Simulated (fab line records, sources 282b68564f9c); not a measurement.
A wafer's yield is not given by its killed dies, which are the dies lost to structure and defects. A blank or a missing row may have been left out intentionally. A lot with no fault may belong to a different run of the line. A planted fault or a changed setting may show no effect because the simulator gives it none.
Comparing a struck lot with a sound one    flow rit_cmos    21 out of 202 route steps
Sound: the wafers L981.3, L981.4, L981.5. Wafers L986.1, L986.4, L986.5 were the ones struck. The cause comes at the end.
For every step that has rows: the tool of each side, followed by ch and its chambers, followed by its first start. Under that, the readings that differ: sound wafers    struck wafers    difference of the means    sigmas: that difference in standard deviations of wafers without a fault.
alike: same words and numbers on both sides, and readings whose means sit less than 2 such deviations apart. not compared: any withheld reading, any reading some wafer has no value for, any bound like >300 that may hide the same value, and any number with overlapping values for which the record gives no deviation.
Wherever a step has rows on one side only, a row that says differs or no value, or a row with sigmas, the two part there. Numbers that have no deviation but don't overlap get no sigmas and don't part them. Lack of a reading on every wafer of one side parts them only where that side has two or more wafers.

first, 1 step without rows for these wafers: RIT_SILICIDE_WET_ETCH_00 (etches SiO2 in BOE, target depth 14 nm, time 15 s).
RIT_SILICIDE_SPUTTER_01: material Ti, target thk 30 nm, time 240 s.
  struck on pvd_sputter-03, day 5 16:26; sound on pvd_sputter-01, day 4 14:22
  alike: throttle_valve_pct
RIT_SILICIDE_RS_MEAS_02: uses a four-point probe to measure.
  struck on film_metro-04, day 5 16:35; sound on film_metro-01, day 4 14:33
  alike: SILICIDE_TI_RS
RIT_SILICIDE_THK_MEAS_03: measures by xrf.
  struck on film_metro-04, day 5 16:43; sound on film_metro-01, day 4 14:39
  alike: SILICIDE_TI_THK
RIT_SILICIDE_RTA_04: time 10 s, ramp up 5 s, ramp down 5 s.
  sound on rtp_anneal-02 ch 0, day 4 14:43; struck on rtp_anneal-01 ch 0, day 5 16:46
reading            sound              struck             difference  sigmas
anneal_temp_c_max  652.0 652.4 651.5  658.5 654.7 654.2  +3.8        +2
  alike: wafer_temp_C_max
then, 1 step without rows for these wafers: RIT_SILICIDE_WET_ETCH_05 (etches Ti in SPM, time 120 s).
RIT_SILICIDE_RTA_06: time 10 s, ramp up 5 s, ramp down 10 s.
  sound on rtp_anneal-01 ch 0, day 4 14:49; struck on rtp_anneal-02 ch 0, day 5 16:53
  alike: anneal_temp_c_max, wafer_temp_C_max
RIT_CONTACT_CVD_00: deposits SiO2 from TEOS, target thk 400 nm, time 61 s.
  sound on pecvd-03 ch 0,1,2, day 4 14:52; struck on pecvd-02 ch 0,1, day 5 16:56
  alike: heater_power_w
RIT_CONTACT_THK_MEAS_01:
  struck on film_metro-02, day 5 16:59; sound on film_metro-04, day 4 14:56
  alike: CONTACT_TEOS_THK
then, 3 steps without rows for these wafers: RIT_CONTACT_HMDS_02 (prime time 60 s); RIT_CONTACT_COAT_03 (resist thk 1000 nm); RIT_CONTACT_SOFTBAKE_04 (time 60 s).
RIT_CONTACT_EXPOSE_05: exposes mask M11, target cd 1000 nm.
  sound on iline_stepper-01 ch 0, day 4 15:28; struck on iline_stepper-01 ch 0, day 5 17:38
reading  sound              struck                      difference  sigmas
mask     M11#0 M11#0 M11#0  M11_R1#0 M11_R1#0 M11_R1#0  differs     
  alike: exposure_dose_mJ_cm2
then, 2 steps without rows for these wafers: RIT_CONTACT_PEB_06; RIT_CONTACT_DEVELOP_07 (develop time 120 s).
RIT_CONTACT_CD_MEAS_08 targets a cd of 1000 nm.
  struck on cd_sem-01, day 5 18:09; sound on cd_sem-01, day 4 15:59
reading     sound               struck                difference  sigmas
cd_nm (nm)  999.8 1000.4 998.5  1151.6 1150.9 1149.9  +151.2      +72
RIT_CONTACT_OVL_MEAS_09:
  struck on overlay-02, day 5 18:16; sound on overlay-01, day 4 16:04
  alike: CONTACT_OVL
then, 1 step without rows for these wafers: RIT_CONTACT_HARDBAKE_10 (time 60 s).
RIT_CONTACT_ETCH_11: etches SiO2 in CHF3/CF4/Ar, stops on TiSi2, target depth 480 nm, time 320 s.
  sound on rie_diel-01 ch 1,2,3, day 4 16:15; struck on rie_diel-04 ch 1,2, day 5 18:27
reading                   sound           struck          difference  sigmas
model.CONTACT.cd_nm (nm)  999.9 1000 998  1150 1151 1149  +151        
  alike: chamber_pressure_mTorr, drypump_motor_current_A, oes_product_au, throttle_valve_pct
  not compared: rf_hours_counter_h
RIT_CONTACT_STRIP_12: strips in O2, time 180 s.
  sound on plasma_asher-03 ch 0,1, day 4 16:30; struck on plasma_asher-03 ch 0,1, day 5 18:39
  alike: chamber_pressure_mTorr, drypump_motor_current_A
  not compared: rf_hours_counter_h
RIT_M1_PROBE_99:
  struck on prober-02, day 5 23:35; sound on prober-01, day 4 21:35
reading                                     sound              struck             difference  sigmas
killed_at_contacts                          0 0 0              57 52 56           +55         +99 or more
killed_dies                                 4 5 5              61 55 59           +54         +17
killed_on_rim                               2 2 3              30 28 30           +27         +19
model.etest.contact_to_gate.bv_right_v (V)  91.29 91.16 90.53  51.2 48.81 55.41   -39.2       
model.etest.contact_to_gate.bv_left_v (V)   86.92 88.73 89.83  51.45 52.5 52.91   -36.21      
model.etest.contact_ppoly.rc_ohm            1.367 1.373 1.381  1.295 1.33 1.352   -0.048      
model.etest.contact_pplus.rc_ohm            1.394 1.372 1.372  1.291 1.336 1.25   -0.087      
model.etest.contact_nplus.rc_ohm            1.375 1.37 1.354   1.31 1.23 1.308    -0.08       
model.etest.contact_npoly.rc_ohm            1.4 1.367 1.331    1.246 1.302 1.292  -0.086      
  alike: killed_at_front_end, killed_open, killed_short

WHERE THEY PART
At RIT_SILICIDE_RTA_04 first; at RIT_M1_PROBE_99 last (within this record only).

WHY: what the simulator had put in
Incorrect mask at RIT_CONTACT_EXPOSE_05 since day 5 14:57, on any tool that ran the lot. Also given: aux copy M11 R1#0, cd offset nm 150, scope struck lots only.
